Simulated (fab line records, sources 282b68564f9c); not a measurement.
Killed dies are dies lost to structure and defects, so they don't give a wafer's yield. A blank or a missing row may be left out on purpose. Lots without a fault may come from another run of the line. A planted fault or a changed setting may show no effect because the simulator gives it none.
Problem report in the 8D (eight disciplines) form, filled by code | flow rit_cmos | the parts of the form that need people (team, actions taken, sign-off) are left out

1. THE PROBLEM
CONTACT_TEOS_THK at RIT_CONTACT_THK_MEAS_01 reads a mean of 513 nm on 3 wafers of 2 lots; wafers without a fault read 401 nm with a standard deviation of 4.8. That is +23 standard deviations from the usual mean.
First seen on wafer L180.3, day 6 01:14, on film_metro-02. The record holds 42 wafers of 14 lots with a number at this step. Rule for "out", or "out of limits": more than 4 standard deviations from the usual mean. The other wafers with a number count as sound.

2. WHAT IT IS AND WHAT IT IS NOT
question                    | is                     | is not
which readings at this step | CONTACT_TEOS_THK       | -
which lots                  | L180, L182             | L168, L170, L171, L172, L173, L174, L181, L183, L186, L187, L189, L190
which wafers of those lots  | L180.3, L182.2, L182.4 | L180.1, L180.6, L182.1
read on which gauges        | film_metro-02          | film_metro-01, film_metro-04
when                        | from day 6 01:14       | up to then (20 sound wafers); but 19 sound wafers of L181, L182, L183, L186, L187, L189, L190 came after

3. SUSPECTS, AND WHAT RULES EACH OUT
Counting: a tool at a process step up to the reading stays a suspect if it ran every lot that is out. Sound lots after the first of them don't rule it out here, since some wafers of a struck lot are sound.
- the gauge at RIT_CONTACT_THK_MEAS_01: ruled out. All the wafers that are out were read on film_metro-02, but those of them that RIT_CONTACT_CVD_00 has rows for are out there too, on other tools.
- pecvd-01 at RIT_CONTACT_CVD_00 (deposits SiO2 from TEOS, target thk 400 nm, time 61 s): kept. It ran every lot that is out, first L180 (day 6 01:11); its last sound lot up to then is L174 (day 4 20:40). Its own readings are out on those wafers: run_length_s.
- Within pecvd-01 at RIT_CONTACT_CVD_00: the wafers that are out ran in chamber 0; their sound lot-mates ran in chambers 1, 2.
Left after counting: pecvd-01 at RIT_CONTACT_CVD_00.

4. THE CAUSE (what the simulator had put in)
Process parameter drift: pecvd-01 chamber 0, from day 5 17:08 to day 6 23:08, at RIT_CONTACT_CVD_00. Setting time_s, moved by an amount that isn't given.
Counting left only this tool.

5. THE CHAIN OF EFFECTS, in route order
Each row: a reading whose mean over the struck wafers that have a number lies more than 3 standard deviations from the usual. Only readings for which the record gives a usual standard deviation are gone through. hours: the time from each lot's start at the first step in this table that gives one to its start at this step, as a median over the lots. sigmas: the change in usual standard deviations.
hours | step                    | reading            | usual  | on struck wafers | change | sigmas
0     | RIT_CONTACT_CVD_00      | run_length_s       | 88.8 s | 105.4            | +16.6  | +29
0     | RIT_CONTACT_THK_MEAS_01 | CONTACT_TEOS_THK   | 401 nm | 513              | +112   | +23
8     | RIT_M1_PROBE_99         | killed_at_contacts | 0.1    | 257.3            | +257.2 | +99 or more
8     | RIT_M1_PROBE_99         | killed_dies        | 7      | 263              | +256   | +85
8     | RIT_M1_PROBE_99         | killed_on_rim      | 1.8    | 70.0             | +68.2  | +45
The process steps in it:
- RIT_CONTACT_CVD_00: deposits SiO2 from TEOS, target thk 400 nm, time 61 s.
- RIT_M1_PROBE_99

6. WHAT WOULD HAVE CAUGHT IT SOONER
In this record the first reading out of limits at a measuring or inspecting step was taken at day 6 01:14, 8 hours after the fault began at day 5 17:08.
The tool's own readings at RIT_CONTACT_CVD_00 were out on every struck wafer that the step has a row for (run_length_s): an alarm limit on them would have fired on the first of those.
Of the lots that are out (2), L182 began RIT_CONTACT_CVD_00 on pecvd-01 after day 6 01:14. A hold on the tool at that time would have spared it.
